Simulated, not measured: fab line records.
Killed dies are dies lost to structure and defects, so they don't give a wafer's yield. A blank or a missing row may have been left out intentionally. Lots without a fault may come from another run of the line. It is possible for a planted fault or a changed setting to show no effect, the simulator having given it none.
Which tool did it? :: flow ritCmos :: 7 lots, 21 wafers sampled, at 2 steps of a route of 202

== WHAT EACH GAUGE READ, for each wafer ==
RIT_SDANNEAL_RS_MEAS_06: measures by four-point-probe.
lot: L888
measured: day 3 19:10
on: filmMetro-03
PLDD_RS (ohm/sq): 179.3 179.5 179.2

lot: L891
measured: day 4 10:20
on: filmMetro-03
PLDD_RS (ohm/sq): 179.5 179.0 178.8

lot: L892
measured: day 4 19:50
on: filmMetro-01
PLDD_RS (ohm/sq): 181.4 180.6 180.6

lot: L897
measured: day 5 15:52
on: filmMetro-02
PLDD_RS (ohm/sq): 179.2 179.1 179.3

lot: L903
measured: day 6 22:35
on: filmMetro-02
PLDD_RS (ohm/sq): 184.3 184.6 184.5

lot: L906
measured: day 7 12:53
on: filmMetro-01
PLDD_RS (ohm/sq): 180.8 180.7 180.5

lot: L908
measured: day 7 21:13
on: filmMetro-02
PLDD_RS (ohm/sq): 179.4 179.4 179.3

== EACH LOT AND THE TOOL THAT RAN IT (in order: tool; ch and the chambers of the sampled wafers; start) ==
lot: L888
RIT_PLDD_IMPLANT_08: implanter-02 ch 0, day 3 12:40

lot: L891
RIT_PLDD_IMPLANT_08: implanter-03 ch 0, day 4 03:31

lot: L892
RIT_PLDD_IMPLANT_08: implanter-01 ch 0, day 4 11:26

lot: L897
RIT_PLDD_IMPLANT_08: implanter-02 ch 0, day 5 09:07

lot: L903
RIT_PLDD_IMPLANT_08: implanter-03 ch 0, day 6 16:09

lot: L906
RIT_PLDD_IMPLANT_08: implanter-02 ch 0, day 7 04:53

lot: L908
RIT_PLDD_IMPLANT_08: implanter-02 ch 0, day 7 14:31
- RIT_PLDD_IMPLANT_08

== THE ANSWER, worked out from the rows above alone ==
Rule: usual is defined by the lots themselves. The widest of any qualifying gaps counts: lots, ordered by their means at a reading, are off when they make up no more than a third of the lots, leave a main group of 4 or more, and stand apart from it by 3 or more times the standard deviation of that group's means. Not used: any main group whose means are identical at the precision the tables above print for the reading. A lot without any number at a reading at which 4 lots or more have one is off too. Where the step has rows for the other lots, those lots are counted as sound.
Off: L903, at RIT_SDANNEAL_RS_MEAS_06 (PLDD_RS). The main group: mean 179.8 ohm/sq, standard deviation 0.72.
If a tool, at a process step before that reading, ran all the lots that are off and no sound lot after the first of them, it fits. The gauges at RIT_SDANNEAL_RS_MEAS_06 are tried like those tools. One fits: RIT_PLDD_IMPLANT_08 on implanter-03. Its last sound lot is L891 (day 4 03:31), its first lot that is off L903 (day 6 16:09): a fault that began between those two fits.

== WHAT THE SIMULATOR HAD PUT IN ==
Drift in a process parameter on implanter-03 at RIT_PLDD_IMPLANT_08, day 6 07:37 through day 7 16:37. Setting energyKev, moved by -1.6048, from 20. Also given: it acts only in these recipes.
Struck lots among those shown: L903. The rule given above showed the same thing.
